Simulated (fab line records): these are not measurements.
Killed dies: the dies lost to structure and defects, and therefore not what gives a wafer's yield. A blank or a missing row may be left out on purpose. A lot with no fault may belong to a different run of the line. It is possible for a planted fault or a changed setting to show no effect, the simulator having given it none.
Split-lot trial || flow berkeley cmos170 || on a route of 331 steps: 5 lots, 23 wafers read

## ON THE SPLIT
At UCB170_M1_EXPOSE_06 (exposes mask METAL1, target cd 700 nm), the setting dose mj was moved away from the recipe's 21 on 12 of the 23 wafers read, by -6.5% to +5.3%. The other wafers ran this setting at the recipe's value.

## FROM THE SPLIT TO THE READING: what the file shows between them, 6 steps
- UCB170_M1_PEB_07
- UCB170_M1_DEVELOP_08: develop time 45 s
- UCB170_M1_CD_MEAS_09: target cd 700 nm
- UCB170_M1_ETCH_11: etches BARC in N2/H2
- UCB170_M1_METAL_ETCH_12: etches Al in Cl2/BCl3, stops on PSG, target depth 780 nm, time 130 s
- UCB170_M1_STRIP_13: strips in O2

## THE READING
cd nm, in nm, at UCB170_M1_CD_MEAS_90 (target cd 700 nm). Fault-free wafers of this fab line usually give 702.6 nm, standard deviation 2.5 nm.

{"wafer": "L077.1", "tool, chamber at the split": "krf scanner-02, 0", "dose mj as run": 21, "against the recipe": "recipe", "cd nm, nm": 702.6, "against lot-mates on the recipe": "-"}
{"wafer": "L077.4", "tool, chamber at the split": "krf scanner-02, 0", "dose mj as run": 21, "against the recipe": "recipe", "cd nm, nm": 705.9, "against lot-mates on the recipe": "-"}
{"wafer": "L077.5", "tool, chamber at the split": "krf scanner-02, 0", "dose mj as run": 21, "against the recipe": "recipe", "cd nm, nm": 705.3, "against lot-mates on the recipe": "-"}
{"wafer": "L076.1", "tool, chamber at the split": "krf scanner-01, 0", "dose mj as run": 19.63, "against the recipe": "-6.5%", "cd nm, nm": 716.5, "against lot-mates on the recipe": "+11.1"}
{"wafer": "L076.2", "tool, chamber at the split": "krf scanner-01, 0", "dose mj as run": 21, "against the recipe": "recipe", "cd nm, nm": 706.5, "against lot-mates on the recipe": "-"}
{"wafer": "L076.3", "tool, chamber at the split": "krf scanner-01, 0", "dose mj as run": 21, "against the recipe": "recipe", "cd nm, nm": 704.2, "against lot-mates on the recipe": "-"}
{"wafer": "L076.4", "tool, chamber at the split": "krf scanner-01, 0", "dose mj as run": 19.63, "against the recipe": "-6.5%", "cd nm, nm": 716.0, "against lot-mates on the recipe": "+10.6"}
{"wafer": "L076.6", "tool, chamber at the split": "krf scanner-01, 0", "dose mj as run": 19.63, "against the recipe": "-6.5%", "cd nm, nm": 715.1, "against lot-mates on the recipe": "+9.8"}
{"wafer": "L079.1", "tool, chamber at the split": "krf scanner-02, 0", "dose mj as run": 22.11, "against the recipe": "+5.3%", "cd nm, nm": 693.8, "against lot-mates on the recipe": -7.2}
{"wafer": "L079.2", "tool, chamber at the split": "krf scanner-02, 0", "dose mj as run": 21, "against the recipe": "recipe", "cd nm, nm": 701.0, "against lot-mates on the recipe": "-"}
{"wafer": "L079.3", "tool, chamber at the split": "krf scanner-02, 0", "dose mj as run": 22.11, "against the recipe": "+5.3%", "cd nm, nm": 695.9, "against lot-mates on the recipe": -5.1}
{"wafer": "L079.4", "tool, chamber at the split": "krf scanner-02, 0", "dose mj as run": 22.11, "against the recipe": "+5.3%", "cd nm, nm": 694.9, "against lot-mates on the recipe": -6.1}
{"wafer": "L079.6", "tool, chamber at the split": "krf scanner-02, 0", "dose mj as run": 21, "against the recipe": "recipe", "cd nm, nm": 700.9, "against lot-mates on the recipe": "-"}
{"wafer": "L080.1", "tool, chamber at the split": "krf scanner-01, 0", "dose mj as run": 20.42, "against the recipe": "-2.8%", "cd nm, nm": 706.2, "against lot-mates on the recipe": "+3.0"}
{"wafer": "L080.2", "tool, chamber at the split": "krf scanner-01, 0", "dose mj as run": 20.42, "against the recipe": "-2.8%", "cd nm, nm": 708.9, "against lot-mates on the recipe": "+5.7"}
{"wafer": "L080.3", "tool, chamber at the split": "krf scanner-01, 0", "dose mj as run": 20.42, "against the recipe": "-2.8%", "cd nm, nm": 707.6, "against lot-mates on the recipe": "+4.4"}
{"wafer": "L080.4", "tool, chamber at the split": "krf scanner-01, 0", "dose mj as run": 21, "against the recipe": "recipe", "cd nm, nm": 703.7, "against lot-mates on the recipe": "-"}
{"wafer": "L080.5", "tool, chamber at the split": "krf scanner-01, 0", "dose mj as run": 21, "against the recipe": "recipe", "cd nm, nm": 702.7, "against lot-mates on the recipe": "-"}
{"wafer": "L082.1", "tool, chamber at the split": "krf scanner-01, 0", "dose mj as run": 21, "against the recipe": "recipe", "cd nm, nm": 702.6, "against lot-mates on the recipe": "-"}
{"wafer": "L082.2", "tool, chamber at the split": "krf scanner-01, 0", "dose mj as run": 19.64, "against the recipe": "-6.5%", "cd nm, nm": 712.7, "against lot-mates on the recipe": "+9.2"}
{"wafer": "L082.4", "tool, chamber at the split": "krf scanner-01, 0", "dose mj as run": 19.64, "against the recipe": "-6.5%", "cd nm, nm": 718.0, "against lot-mates on the recipe": "+14.5"}
{"wafer": "L082.5", "tool, chamber at the split": "krf scanner-01, 0", "dose mj as run": 19.64, "against the recipe": "-6.5%", "cd nm, nm": 715.8, "against lot-mates on the recipe": "+12.3"}
{"wafer": "L082.6", "tool, chamber at the split": "krf scanner-01, 0", "dose mj as run": 21, "against the recipe": "recipe", "cd nm, nm": 704.4, "against lot-mates on the recipe": "-"}

FIT RESULTS
A straight line over all 23 wafers: cd nm changes by -1.77 nm for each +1% of dose mj; r = -0.97; the points scatter about the line by 1.7 nm.
The same after taking each lot's own level away (the mean of its wafers on the recipe; 23 wafers): -1.53 nm for each +1%; r = -0.97; scatter 1.5 nm.
On that fit, the largest move of dose mj shifts the reading by 10 nm.
From 700.95 to 705.35 nm: that is the span of the lots' own levels, equal to 1.8 times the standard deviation above.
Hence the slope depends on the lot-to-lot level, as the two fits are not the same.
Check: for one of the wafers moved furthest among these (-6.5%), held out of the fit, the line's prediction against its lot-mates is +10.5 nm. It came out at +11.1 nm against them.

## THE OTHER SPLITS THESE WAFERS WENT THROUGH
Other splits were also applied to these wafers ahead of the reading. Each is held against what the fit with the lots' levels taken away leaves over:
{"other split on the same wafers": "UCB170_GATE_COAT_07 spin rpm", "wafers away from the commonest value": 8, "r with cd nm (lot level and that fit taken away)": "+0.12"}
{"other split on the same wafers": "UCB170_PLDD_EXPOSE_03 dose mj", "wafers away from the commonest value": 8, "r with cd nm (lot level and that fit taken away)": -0.14}
{"other split on the same wafers": "UCB170_NLDD_COAT_01 resist thk nm", "wafers away from the commonest value": 9, "r with cd nm (lot level and that fit taken away)": -0.07}
{"other split on the same wafers": "UCB170_PSD_COAT_01 spin rpm", "wafers away from the commonest value": 5, "r with cd nm (lot level and that fit taken away)": "+0.04"}
{"other split on the same wafers": "UCB170_SDANNEAL_RTA_01 time s", "wafers away from the commonest value": 4, "r with cd nm (lot level and that fit taken away)": "+0.12"}
{"other split on the same wafers": "UCB170_CONTACT_CVD_01 o2 flow sccm", "wafers away from the commonest value": 15, "r with cd nm (lot level and that fit taken away)": "+0.11"}

## THE WHOLE CHAIN: every reading that the file lists as answering this split, in the file's order
{"step": "UCB170_M1_CD_MEAS_09", "what it does": "target cd 700 nm", "reading": "cd nm", "change (the file's fit)": "-1.83 nm for each +1% of the setting", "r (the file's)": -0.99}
{"step": "UCB170_M1_ETCH_11", "what it does": "etches BARC in N2/H2", "reading": "M1.cd nm (the simulator's own value, which no gauge read)", "change (the file's fit)": "-1.77 nm for each +1% of the setting", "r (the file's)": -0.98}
{"step": "UCB170_M1_METAL_ETCH_12", "what it does": "etches Al in Cl2/BCl3, stops on PSG, target depth 780 nm, time 130 s", "reading": "M1.cd nm (the simulator's own value, which no gauge read)", "change (the file's fit)": "-1.59 nm for each +1% of the setting", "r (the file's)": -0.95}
{"step": "UCB170_M1_CD_MEAS_90", "what it does": "target cd 700 nm", "reading": "cd nm", "change (the file's fit)": "-1.59 nm for each +1% of the setting", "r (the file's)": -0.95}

## THE FILE'S OWN FIT
cd nm changes by -1.59 nm for each +1% of dose mj, r = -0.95.
